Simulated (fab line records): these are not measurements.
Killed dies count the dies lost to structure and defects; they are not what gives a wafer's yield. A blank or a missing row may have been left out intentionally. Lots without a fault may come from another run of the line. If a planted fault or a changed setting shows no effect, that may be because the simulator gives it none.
Which tool is to blame?    flow rit_cmos    13 lots with 39 wafers sampled at 2 steps, on a route of 202 steps

## WHAT EACH GAUGE READ, for each wafer
No reading from a measuring or inspecting step in the record can be judged against a usual standard deviation.

## WHAT TOOL EACH LOT RAN ON (gives the tool, then ch and the chambers of the sampled wafers, and finally the start)
lot   RIT_SDANNEAL_CLEAN_02           RIT_M1_PROBE_99
L793  wet_bench-01 ch 2, day 3 06:46  -
L794  wet_bench-04 ch 0, day 3 11:43  -
L796  wet_bench-01 ch 1, day 3 21:31  -
L797  wet_bench-01 ch 1, day 4 01:43  -
L798  wet_bench-02 ch 1, day 4 06:22  -
L799  wet_bench-04 ch 2, day 4 12:21  -
L800  wet_bench-02 ch 1, day 4 18:07  prober-02, day 5 01:57
L802  wet_bench-02 ch 1, day 5 02:47  -
L806  wet_bench-04 ch 3, day 5 23:44  prober-02, day 6 07:33
L810  wet_bench-04 ch 0, day 6 19:08  -
L812  wet_bench-01 ch 2, day 7 05:47  prober-02, day 7 14:29
L814  wet_bench-01 ch 0, day 7 14:47  -
L815  wet_bench-02 ch 2, day 7 19:19  -
- RIT_SDANNEAL_CLEAN_02: cleans in SC2, time 600 s.
- RIT_M1_PROBE_99

## AS READ BY THE TOOLS THEMSELVES (means over the sampled wafers that have a number; for cases with no such wafer, the mark the record gives instead)
RIT_SDANNEAL_CLEAN_02. Usual: run_length_s 628 s, standard deviation 3.2.
lot   tool          run_length_s (s)  flag
L793  wet_bench-01  627               
L794  wet_bench-04  626               
L796  wet_bench-01  626               
L797  wet_bench-01  634               
L798  wet_bench-02  627               
L799  wet_bench-04  626               
L800  wet_bench-02  628               
L802  wet_bench-02  627               
L806  wet_bench-04  527               OFF
L810  wet_bench-04  626               
L812  wet_bench-01  628               
L814  wet_bench-01  626               
L815  wet_bench-02  633               

RIT_M1_PROBE_99. Usual: killed_at_M0_to_M3 0.0, standard deviation 0.14; killed_at_contacts 0.1, standard deviation 0.36; killed_at_front_end 7, standard deviation 3.4; killed_dies 7, standard deviation 3.4; killed_open 3.3, standard deviation 2; killed_short 3.8, standard deviation 2.4.
lot   tool       killed_at_M0_to_M3  killed_at_contacts  killed_at_front_end  killed_dies  killed_open  killed_short  flag
L800  prober-02  0.0                 0.0                 6                    6            3.3          3.0           
L806  prober-02  0.0                 0.0                 10                   10           5.7          4.3           
L812  prober-02  0.0                 0.0                 10                   10           4.0          5.7           

## THE ANSWER, worked out from the rows above alone
Rule: lot off if the mean of its wafers having a number is beyond 3 standard deviations from the usual mean. A lot without any number at a reading at which 4 lots or more have one is off too. The other lots that the step has rows for count as sound. Order of review: gauges by route order, followed by the tools' own readings, for which a lot's mean as printed above is used. At the first step where some lot is off, the reading lying furthest off is the one used; lots without a number count as furthest.
Off: L806 (RIT_SDANNEAL_CLEAN_02, run_length_s).
If a tool, at that step or one of the process steps before it, ran each lot that is off and ran no sound lot following the first of them, it fits. Not one of the candidates tried fits.

## WHAT THE SIMULATOR PUT IN
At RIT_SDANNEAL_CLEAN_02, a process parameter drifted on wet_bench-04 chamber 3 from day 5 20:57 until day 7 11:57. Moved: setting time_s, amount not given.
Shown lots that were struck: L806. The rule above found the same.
